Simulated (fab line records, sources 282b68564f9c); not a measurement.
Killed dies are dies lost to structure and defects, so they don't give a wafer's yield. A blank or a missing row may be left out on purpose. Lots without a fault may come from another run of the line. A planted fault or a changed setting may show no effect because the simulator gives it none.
Which tool did it? | flow rit_cmos | 14 lots, 42 wafers sampled, at 6 steps of a route of 202

WHAT THE GAUGES READ, wafer by wafer
RIT_SDANNEAL_RS_MEAS_04: measures by four-point-probe. Usual: PSD_RS 115.8 ohm/sq, standard deviation 0.32.
lot  | measured    | on            | PSD_RS (ohm/sq)   | flag
L395 | day 3 09:40 | film_metro-04 | 115.3 115.5 115.6 |
L396 | day 3 10:43 | film_metro-01 | 115.7 115.8 115.5 |
L397 | day 3 23:18 | film_metro-04 | 115.6 115.7 115.5 |
L398 | day 4 01:06 | film_metro-01 | 116.2 115.9 116.0 |
L399 | day 4 09:31 | film_metro-01 | 115.4 115.3 115.3 |
L403 | day 5 00:19 | film_metro-04 | 115.8 115.3 115.4 |
L402 | day 5 00:51 | film_metro-03 | 116.1 116.1 116.2 |
L404 | day 5 05:46 | film_metro-04 | 121.7 121.5 121.7 | OFF
L406 | day 5 16:17 | film_metro-01 | 121.0 121.3 120.8 | OFF
L408 | day 6 00:32 | film_metro-01 | 121.1 121.1 121.4 | OFF
L411 | day 6 12:52 | film_metro-01 | 115.8 116.4 115.7 |
L413 | day 6 20:44 | film_metro-03 | 115.8 116.0 116.2 |
L416 | day 7 14:45 | film_metro-01 | 115.7 115.4 115.5 |
L418 | day 8 06:01 | film_metro-01 | 115.7 115.5 115.2 |

RIT_SDANNEAL_RS_MEAS_06: measures by four-point-probe. Usual: PLDD_RS 177.7 ohm/sq, standard deviation 0.45.
lot  | measured    | on            | PLDD_RS (ohm/sq)  | flag
L395 | day 3 09:55 | film_metro-04 | 177.6 177.2 177.3 |
L396 | day 3 10:58 | film_metro-01 | 177.9 178.1 178.0 |
L397 | day 3 23:32 | film_metro-04 | 177.2 177.9 177.8 |
L398 | day 4 01:20 | film_metro-01 | 177.4 177.2 177.3 |
L399 | day 4 09:45 | film_metro-01 | 176.9 177.7 177.4 |
L403 | day 5 00:34 | film_metro-04 | 177.4 177.1 177.7 |
L402 | day 5 01:05 | film_metro-03 | 177.5 177.5 177.7 |
L404 | day 5 06:01 | film_metro-04 | 183.6 183.4 183.6 | OFF
L406 | day 5 16:31 | film_metro-01 | 182.7 182.4 182.9 | OFF
L408 | day 6 00:46 | film_metro-01 | 183.0 182.7 182.2 | OFF
L411 | day 6 13:06 | film_metro-01 | 178.3 178.3 178.4 |
L413 | day 6 20:59 | film_metro-03 | 177.5 177.8 178.5 |
L416 | day 7 14:59 | film_metro-01 | 178.1 178.1 178.0 |
L418 | day 8 06:16 | film_metro-01 | 178.2 177.8 177.7 |

RIT_SILICIDE_RS_MEAS_02: measures by four-point-probe. Usual: SILICIDE_TI_RS 47.3 ohm/sq, standard deviation 0.54.
lot  | measured    | on            | SILICIDE_TI_RS (ohm/sq) | flag
L395 | day 3 10:19 | film_metro-02 | 47.2 47.7 47.8          |
L396 | day 3 11:22 | film_metro-04 | 47.5 47.7 47.3          |
L397 | day 3 23:57 | film_metro-02 | 48.0 48.6 47.3          |
L398 | day 4 01:45 | film_metro-02 | 46.9 46.9 47.0          |
L399 | day 4 10:10 | film_metro-02 | 47.0 47.5 47.8          |
L403 | day 5 00:58 | film_metro-02 | 46.1 46.8 46.8          |
L402 | day 5 01:29 | film_metro-04 | 47.2 46.8 46.8          |
L404 | day 5 06:25 | film_metro-01 | 47.0 47.5 47.6          |
L406 | day 5 16:56 | film_metro-02 | 48.6 48.2 47.6          |
L408 | day 6 01:11 | film_metro-04 | 46.4 46.9 47.1          |
L411 | day 6 13:31 | film_metro-02 | 46.7 47.2 47.6          |
L413 | day 6 21:23 | film_metro-01 | 46.9 46.8 46.3          |
L416 | day 7 15:23 | film_metro-04 | 46.6 46.5 46.8          |
L418 | day 8 06:40 | film_metro-04 | 47.3 47.9 47.7          |

RIT_CONTACT_OVL_MEAS_09. Usual: CONTACT_OVL 0.2 nm, standard deviation 1.6.
lot  | measured    | on         | CONTACT_OVL (nm) | flag
L395 | day 3 11:58 | overlay-01 | -0.4 0.1 -0.8    |
L396 | day 3 12:55 | overlay-02 | 0.9 2.5 0.1      |
L397 | day 4 01:30 | overlay-02 | 1.1 0.5 1.2      |
L398 | day 4 03:22 | overlay-01 | 1.1 1.8 1.7      |
L399 | day 4 11:50 | overlay-01 | -3.3 -3.5 -3.0   |
L403 | day 5 02:52 | overlay-01 | 3.1 2.8 3.0      |
L402 | day 5 03:11 | overlay-02 | -0.1 -0.3 0.5    |
L404 | day 5 08:08 | overlay-02 | -2.5 -2.9 -1.8   |
L406 | day 5 18:50 | overlay-02 | 0.6 1.8 0.3      |
L408 | day 6 02:55 | overlay-02 | 0.2 -0.6 2.1     |
L411 | day 6 15:10 | overlay-01 | -0.8 -0.1 -0.7   |
L413 | day 6 22:56 | overlay-01 | -0.5 0.5 0.5     |
L416 | day 7 17:00 | overlay-02 | -0.2 1.1 0.1     |
L418 | day 8 08:13 | overlay-01 | 0.1 -2.3 -1.7    |

WHICH TOOL RAN EACH LOT (tool, then ch and the chambers of the sampled wafers, then the start)
lot  | RIT_SDANNEAL_RTA_03             | RIT_SILICIDE_RTA_06
L395 | rtp_anneal-02 ch 0, day 3 09:36 | rtp_anneal-02 ch 0, day 3 10:35
L396 | rtp_anneal-01 ch 0, day 3 10:40 | rtp_anneal-01 ch 0, day 3 11:39
L397 | rtp_anneal-02 ch 0, day 3 23:15 | rtp_anneal-02 ch 0, day 4 00:14
L398 | rtp_anneal-01 ch 0, day 4 01:03 | rtp_anneal-01 ch 0, day 4 02:02
L399 | rtp_anneal-02 ch 0, day 4 09:27 | rtp_anneal-02 ch 0, day 4 10:26
L403 | rtp_anneal-01 ch 0, day 5 00:16 | rtp_anneal-02 ch 0, day 5 01:15
L402 | rtp_anneal-02 ch 0, day 5 00:47 | rtp_anneal-02 ch 0, day 5 01:47
L404 | rtp_anneal-01 ch 0, day 5 05:43 | rtp_anneal-01 ch 0, day 5 06:42
L406 | rtp_anneal-01 ch 0, day 5 16:13 | rtp_anneal-01 ch 0, day 5 17:13
L408 | rtp_anneal-01 ch 0, day 6 00:28 | rtp_anneal-01 ch 0, day 6 01:28
L411 | rtp_anneal-02 ch 0, day 6 12:47 | rtp_anneal-02 ch 0, day 6 13:52
L413 | rtp_anneal-02 ch 0, day 6 20:41 | rtp_anneal-02 ch 0, day 6 21:40
L416 | rtp_anneal-02 ch 0, day 7 14:38 | rtp_anneal-02 ch 0, day 7 15:41
L418 | rtp_anneal-01 ch 0, day 8 05:57 | rtp_anneal-01 ch 0, day 8 06:58
- RIT_SDANNEAL_RTA_03: time 5 s.
- RIT_SILICIDE_RTA_06: time 10 s, ramp up 5 s, ramp down 10 s.

WHAT THE TOOLS THEMSELVES READ (means of the sampled wafers that have a number; where no wafer has one, the mark that the record gives instead)
RIT_SDANNEAL_RTA_03. Usual: wafer_temp_C_max 1053.6, standard deviation 1.2.
lot  | tool          | wafer_temp_C_max | flag
L395 | rtp_anneal-02 | 1054.0           |
L396 | rtp_anneal-01 | 1054.1           |
L397 | rtp_anneal-02 | 1053.4           |
L398 | rtp_anneal-01 | 1056.1           |
L399 | rtp_anneal-02 | 1053.8           |
L403 | rtp_anneal-01 | 1054.4           |
L402 | rtp_anneal-02 | 1053.6           |
L404 | rtp_anneal-01 | 1043.9           | OFF
L406 | rtp_anneal-01 | 1044.6           | OFF
L408 | rtp_anneal-01 | 1045.0           | OFF
L411 | rtp_anneal-02 | 1053.9           |
L413 | rtp_anneal-02 | 1053.2           |
L416 | rtp_anneal-02 | 1053.5           |
L418 | rtp_anneal-01 | 1053.6           |

RIT_SILICIDE_RTA_06. Usual: wafer_temp_C_max 753.5, standard deviation 1.1.
lot  | tool          | wafer_temp_C_max | flag
L395 | rtp_anneal-02 | 754.6            |
L396 | rtp_anneal-01 | 752.3            |
L397 | rtp_anneal-02 | 754.3            |
L398 | rtp_anneal-01 | 752.8            |
L399 | rtp_anneal-02 | 754.6            |
L403 | rtp_anneal-02 | 754.1            |
L402 | rtp_anneal-02 | 754.4            |
L404 | rtp_anneal-01 | 752.6            |
L406 | rtp_anneal-01 | 753.0            |
L408 | rtp_anneal-01 | 752.9            |
L411 | rtp_anneal-02 | 754.0            |
L413 | rtp_anneal-02 | 754.6            |
L416 | rtp_anneal-02 | 753.8            |
L418 | rtp_anneal-01 | 752.5            |

THE ANSWER, worked out from the rows above alone
Rule: a lot is off if the mean of its wafers that have a number lies more than 3 standard deviations from the usual mean. A lot without any number at a reading at which 4 lots or more have one is off too. The other lots that the step has rows for count as sound. The gauges are gone through in route order, then the tools' own readings, and for those a lot's mean is taken as printed above. The first step at which some lot is off is used, and at that step the reading that is off furthest; a lot without a number counts as furthest.
Off: L404, L406, L408, at RIT_SDANNEAL_RS_MEAS_04 (PSD_RS).
A tool fits if, at a process step before that reading, it ran every lot that is off, and no sound lot after the first of them. The gauges at RIT_SDANNEAL_RS_MEAS_04 aren't tried: what is off there is off at RIT_SDANNEAL_RTA_03 too, on other tools, and a gauge's error can't cause that. None of those tried fits.

WHAT THE SIMULATOR HAD PUT IN
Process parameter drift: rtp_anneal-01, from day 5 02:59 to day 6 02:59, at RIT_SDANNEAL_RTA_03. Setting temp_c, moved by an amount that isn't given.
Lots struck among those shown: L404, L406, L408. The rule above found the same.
